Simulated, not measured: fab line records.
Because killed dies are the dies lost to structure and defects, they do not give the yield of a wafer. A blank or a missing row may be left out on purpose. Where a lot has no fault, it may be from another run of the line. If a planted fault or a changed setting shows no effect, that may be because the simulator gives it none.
Check of tool commonality	flow berkeley_cmos170	14 lots and 42 wafers in the sample

WHY IT WAS OPENED
Of 14 lots, 2 have the reading V1_TEOS_THK flagged at UCB170_V1_THK_MEAS_01. Fault-free wafers read 2007 nm, with a standard deviation of 28.
Rule: flag the lot when none of its wafers has a number, or when each of its wafers that has one lies beyond 4 standard deviations from that mean. All remaining lots are regarded as sound.

lot	measured	on	V1_TEOS_THK (nm), wafer by wafer	flag
L611	day 7 23:25	film_metro-01	2019 2037 2017	
L613	day 8 16:50	film_metro-01	2000 1991 2042	
L614	day 8 18:10	film_metro-04	2004 2001 1964	
L615	day 8 18:10	film_metro-02	2001 2029 2038	
L610	day 8 18:14	film_metro-04	1983 2018 2004	
L612	day 8 21:10	film_metro-04	1973 2043 2024	
L616	day 9 12:17	film_metro-04	1980 1987 2031	
L623	day 11 03:19	film_metro-02	3385 3364 3407	FLAGGED
L625	day 11 04:39	film_metro-01	2022 2049 2093	
L626	day 11 14:56	film_metro-01	3420 3423 3446	FLAGGED
L629	day 12 11:34	film_metro-02	1949 2001 2019	
L630	day 12 12:54	film_metro-02	1983 2022 2043	
L633	day 13 01:17	film_metro-02	1990 2001 2036	
L632	day 13 02:38	film_metro-02	1992 2021 2009	
On average the flagged lots' numbers are 3408 nm, which is +1400 nm against the usual, or +50 standard deviations.

EACH LOT AND THE TOOL IT RAN ON
2 process steps preceding the reading are held in the record, out of 331 steps in the route. In each cell: the tool, then ch and the chambers that the sampled wafers went through, then the start.
lot	flag	UCB170_NLDD_STRIP_10	UCB170_V1_CVD_00
L611		plasma_asher-01 ch 0,1, day 7 02:00	pecvd-04 ch 0,2, day 7 23:11
L613		plasma_asher-03 ch 0,1, day 7 18:38	pecvd-03 ch 0,2, day 8 16:40
L614		plasma_asher-04 ch 0,1, day 7 17:41	pecvd-01 ch 0,1,2, day 8 18:01
L615		plasma_asher-03 ch 0,1, day 7 18:05	pecvd-04 ch 0,1, day 8 18:01
L610		plasma_asher-03 ch 0,1, day 7 19:03	pecvd-03 ch 0,1, day 8 18:01
L612		plasma_asher-01 ch 0,1, day 7 18:57	pecvd-04 ch 0,1,2, day 8 21:01
L616		plasma_asher-03 ch 0,1, day 8 16:24	pecvd-04 ch 1,2, day 9 12:07
L623	FLAGGED	plasma_asher-03 ch 0,1, day 10 07:11	pecvd-01 ch 0,1, day 11 03:10
L625		plasma_asher-01 ch 0,1, day 10 07:19	pecvd-04 ch 0,1,2, day 11 04:30
L626	FLAGGED	plasma_asher-03 ch 0,1, day 10 19:15	pecvd-01 ch 0,1,2, day 11 14:50
L629		plasma_asher-03 ch 0,1, day 11 12:47	pecvd-04 ch 0,2, day 12 11:24
L630		plasma_asher-01 ch 0,1, day 11 13:20	pecvd-03 ch 0,1,2, day 12 12:44
L633		plasma_asher-04 ch 0,1, day 12 03:58	pecvd-04 ch 0,2, day 13 01:07
L632		plasma_asher-01 ch 0,1, day 12 05:05	pecvd-03 ch 0,1,2, day 13 02:32
What the steps here do:
- UCB170_NLDD_STRIP_10: strips in O2.
- UCB170_V1_CVD_00: deposits SiO2 from TEOS/O2, target thk 2000 nm, time 250 s.
- UCB170_V1_THK_MEAS_01

FLAGGED AGAINST TOTAL, ONE TOOL AT A TIME (gauges that did the reading follow at the end)
step	tool	lots run	flagged	share of the flagged lots	sound lots run after its first flagged lot
UCB170_NLDD_STRIP_10	plasma_asher-01	5	0	none	-
UCB170_NLDD_STRIP_10	plasma_asher-03	7	2	all	1 (L629)
UCB170_NLDD_STRIP_10	plasma_asher-04	2	0	none	-
UCB170_V1_CVD_00	pecvd-01	3	2	all	0
UCB170_V1_CVD_00	pecvd-03	4	0	none	-
UCB170_V1_CVD_00	pecvd-04	7	0	none	-
UCB170_V1_THK_MEAS_01	film_metro-01	4	1	some	0
UCB170_V1_THK_MEAS_01	film_metro-02	6	1	some	4 (L629,L630,L633,L632)
UCB170_V1_THK_MEAS_01	film_metro-04	4	0	none	-

THE TABLE: WHAT IT ALLOWS
Every flagged lot went through 2 rows of the table: plasma_asher-03 at UCB170_NLDD_STRIP_10 and pecvd-01 at UCB170_V1_CVD_00.
- plasma_asher-03 at UCB170_NLDD_STRIP_10 ran 7 lots, 2 of them flagged. After the first flagged lot (L629), sound lots still ran on it; a lasting fault on the whole tool would not permit that.
- pecvd-01 at UCB170_V1_CVD_00 ran 3 lots, 2 of them flagged. A fault beginning between L614 (day 8 18:01), its last sound lot, and L623 (day 11 03:10), its first flagged one, fits the data.
Left over: one tool, pecvd-01 at UCB170_V1_CVD_00.

WHAT THE SIMULATOR HAD PUT IN
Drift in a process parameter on pecvd-01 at UCB170_V1_CVD_00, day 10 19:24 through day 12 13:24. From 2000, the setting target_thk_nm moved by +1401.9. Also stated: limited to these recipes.
Lots struck among those shown: L623, L626. The same result came from the rule above.
